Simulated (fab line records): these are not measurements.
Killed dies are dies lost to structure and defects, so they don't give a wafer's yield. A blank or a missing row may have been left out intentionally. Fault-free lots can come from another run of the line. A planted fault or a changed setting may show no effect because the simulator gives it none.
8D (eight disciplines) problem report, filled in by code + flow berkeley_cmos170 + the parts of the form that need people (team, actions taken, sign-off) are left out

1. WHAT IS WRONG
Across 9 wafers from 3 lots, PVT_TW at UCB170_PVT_TW_MEAS_09 averages 31, while fault-free wafers read 509 with a standard deviation of 4.5. That is -99 or more standard deviations from the usual mean.
Seen first at day 9 01:29 on film_metro-04, wafer L270.1. The record holds 45 wafers of 15 lots with a number at this step. The rule behind "out" and "out of limits": a value lying over 4 standard deviations away from the usual mean. All remaining wafers that have a number are taken as sound.

2. WHAT IT IS; WHAT IT IS NOT
| question                    | is                           | is not                                                                 |
|-----------------------------|------------------------------|------------------------------------------------------------------------|
| which readings at this step | PVT_TW                       | -                                                                      |
| which lots                  | L270, L273, L274             | L254, L255, L256, L260, L261, L262, L263, L265, L266, L267, L269, L277 |
| which wafers of those lots  | all that have a number       | -                                                                      |
| read on which gauges        | film_metro-03, film_metro-04 | film_metro-01                                                          |
| when                        | from day 9 01:29             | up to then (33 sound wafers); but 3 sound wafers of L277 came after    |

3. SUSPECTS, AND WHAT RULES EACH OUT
Counting: a tool stays on the suspect list if, at a process step up to the reading, it processed all lots that are out and no sound lot following the first of them.
- the gauge at UCB170_PVT_TW_MEAS_09 is ruled out. Those wafers that are out were read across 2 gauges (film_metro-03, film_metro-04).
- litho_track-01 at UCB170_PVT_DEVELOP_05 (develop time 45 s): kept. It ran every lot that is out, first L270 (day 9 01:00), and no sound lot after that; its last sound lot up to then is L267 (day 8 16:00).
The count leaves litho_track-01 at UCB170_PVT_DEVELOP_05.

4. THE CAUSE (what the simulator had put in)
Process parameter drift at UCB170_PVT_DEVELOP_05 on litho_track-01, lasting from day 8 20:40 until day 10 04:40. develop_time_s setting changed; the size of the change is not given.
Only this tool survived the counting.

5. SEQUENCE OF EFFECTS, ordered by route
One row per reading whose mean, taken over the struck wafers that have a number, lies over 3 standard deviations from the usual. Only readings for which the record gives a usual standard deviation are gone through. hours: the time from each lot's start at the first step in this table that gives one to its start at this step, as a median over the lots. sigmas: the change in usual standard deviations.
| hours | step                  | reading | usual | on struck wafers | change | sigmas      |
|-------|-----------------------|---------|-------|------------------|--------|-------------|
| 0     | UCB170_PVT_TW_MEAS_09 | PVT_TW  | 509   | 31               | -478   | -99 or more |

6. HOW IT WOULD HAVE BEEN CAUGHT EARLIER
Counted from the fault's start at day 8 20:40, it took 5 hours until the first out-of-limits reading at a measuring or inspecting step in this record, taken at day 9 01:29.
Of the lots that are out (3), L273, L274 began UCB170_PVT_DEVELOP_05 on litho_track-01 after day 9 01:29. A hold on the tool at that time would have spared those 2.
